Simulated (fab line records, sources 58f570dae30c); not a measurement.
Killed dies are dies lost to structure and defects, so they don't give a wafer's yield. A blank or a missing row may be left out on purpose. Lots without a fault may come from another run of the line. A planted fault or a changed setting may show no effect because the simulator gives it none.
Problem report in the 8D (eight disciplines) form, filled by code | flow berkeley_cmos170 | the parts of the form that need people (team, actions taken, sign-off) are left out

1. THE PROBLEM
SILICIDE_TI_RS at UCB170_SILICIDE_RS_MEAS_02 reads a mean of 17.1 ohm/sq on 9 wafers of 3 lots; wafers without a fault read 26.3 ohm/sq with a standard deviation of 0.49. That is -19 standard deviations from the usual mean.
The step: measures by four-point-probe.
First seen on wafer L915.2, day 10 18:22, on film_metro-01. The record holds 45 wafers of 15 lots with a number at this step. Rule for "out", or "out of limits": more than 4 standard deviations from the usual mean. The other wafers with a number count as sound.

2. WHAT IT IS AND WHAT IT IS NOT
question                    | is                           | is not
which readings at this step | SILICIDE_TI_RS               | -
which lots                  | L914, L915, L917             | L903, L904, L906, L907, L908, L909, L911, L913, L921, L923, L924, L925
which wafers of those lots  | all that have a number       | -
read on which gauges        | film_metro-01, film_metro-02 | film_metro-04
when                        | from day 10 18:22            | up to then (24 sound wafers); but 12 sound wafers of L921, L923, L924, L925 came after

3. SUSPECTS, AND WHAT RULES EACH OUT
Counting: a tool at a process step up to the reading stays a suspect if it ran every lot that is out and no sound lot after the first of them.
- the gauge at UCB170_SILICIDE_RS_MEAS_02: ruled out. The wafers that are out were read on 2 gauges (film_metro-01, film_metro-02).
- pvd_sputter-02 at UCB170_SILICIDE_SPUTTER_01 (material Ti, target thk 30 nm, time 25 s): kept. It ran every lot that is out, first L915 (day 10 18:10), and no sound lot after that; its last sound lot up to then is L913 (day 10 18:04).
Left after counting: pvd_sputter-02 at UCB170_SILICIDE_SPUTTER_01.

4. THE CAUSE (what the simulator had put in)
Process parameter drift: pvd_sputter-02, from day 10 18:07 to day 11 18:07, at UCB170_SILICIDE_SPUTTER_01. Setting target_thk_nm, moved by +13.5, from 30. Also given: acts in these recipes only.
Counting left only this tool.

5. THE CHAIN OF EFFECTS, in route order
Each row: a reading whose mean over the struck wafers that have a number lies more than 3 standard deviations from the usual. Only readings for which the record gives a usual standard deviation are gone through. hours: the time from each lot's start at the first step in this table that gives one to its start at this step, as a median over the lots. sigmas: the change in usual standard deviations.
hours | step                        | reading         | usual       | on struck wafers | change | sigmas
0     | UCB170_SILICIDE_RS_MEAS_02  | SILICIDE_TI_RS  | 26.3 ohm/sq | 17.1             | -9.2   | -19
0     | UCB170_SILICIDE_THK_MEAS_03 | SILICIDE_TI_THK | 30.3 nm     | 43.8             | +13.5  | +29

6. WHAT WOULD HAVE CAUGHT IT SOONER
In this record the first reading out of limits at a measuring or inspecting step was taken at day 10 18:22, 0 hours after the fault began at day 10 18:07.
Of the tool readings at UCB170_SILICIDE_SPUTTER_01 for which the record gives a usual standard deviation, none was out on any struck wafer, so an alarm limit of 4 standard deviations on them would not have fired.
Of the lots that are out (3), L917, L914 began UCB170_SILICIDE_SPUTTER_01 on pvd_sputter-02 after day 10 18:22. A hold on the tool at that time would have spared those 2.
